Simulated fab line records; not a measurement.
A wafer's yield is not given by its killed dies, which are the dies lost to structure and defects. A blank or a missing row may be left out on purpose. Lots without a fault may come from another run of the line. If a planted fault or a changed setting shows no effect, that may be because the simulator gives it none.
Which tool did it? ; flow berkeley cmos170 ; 7 lots, 21 wafers sampled, at 2 steps of a route of 331

## WHAT THE GAUGES SHOWED, per wafer
UCB170_M1_RS_MEAS_01: uses a four-point probe to measure.
lot;measured;on;M1_AL_RS (ohm/sq)
L422;day 8 02:53;film metro-01;0.0485 0.0490 0.0484
L423;day 8 08:47;film metro-03;0.0481 0.0482 0.0484
L429;day 9 11:14;film metro-04;0.0434 0.0436 0.0435
L435;day 10 14:43;film metro-03;0.0486 0.0484 0.0483
L437;day 10 19:52;film metro-03;0.0475 0.0481 0.0482
L440;day 11 13:42;film metro-01;0.0483 0.0487 0.0486
L444;day 12 13:17;film metro-03;0.0480 0.0478 0.0479

## EACH LOT AND THE TOOL THAT RAN IT (in order: tool; ch and the chambers of the sampled wafers; start)
lot;UCB170_M1_SPUTTER_00
L422;pvd sputter-01, day 8 02:48
L423;pvd sputter-03, day 8 08:43
L429;pvd sputter-01, day 9 11:11
L435;pvd sputter-03, day 10 14:37
L437;pvd sputter-04, day 10 19:49
L440;pvd sputter-03, day 11 13:38
L444;pvd sputter-04, day 12 13:14
- UCB170_M1_SPUTTER_00: material Al, target thk 600 nm, time 80 s.

## THE ANSWER, worked out from the rows above alone
Rule: usual is defined by the lots themselves. The widest of any qualifying gaps counts: lots, ordered by their means at a reading, are off when they make up no more than a third of the lots, leave a main group of 4 or more, and stand apart from it by 3 or more times the standard deviation of that group's means. A main group whose means are all the same, to the digits that the tables above print for the reading, isn't used. A lot without any number at a reading at which 4 lots or more have one is off too. All remaining lots with rows at the step are treated as sound.
Off: L429, at UCB170_M1_RS_MEAS_01 (M1_AL_RS). The main group has a mean of 0.0483 ohm/sq with a standard deviation of 0.00028.
If a tool, at a process step before that reading, ran all the lots that are off and no sound lot after the first of them, it fits. Gauges at UCB170_M1_RS_MEAS_01: tried the same way as those tools. Can't be told from this: 2 tools fit, pvd sputter-01 at UCB170_M1_SPUTTER_00, film metro-04 at UCB170_M1_RS_MEAS_01.

## WHAT THE SIMULATOR HAD PUT IN
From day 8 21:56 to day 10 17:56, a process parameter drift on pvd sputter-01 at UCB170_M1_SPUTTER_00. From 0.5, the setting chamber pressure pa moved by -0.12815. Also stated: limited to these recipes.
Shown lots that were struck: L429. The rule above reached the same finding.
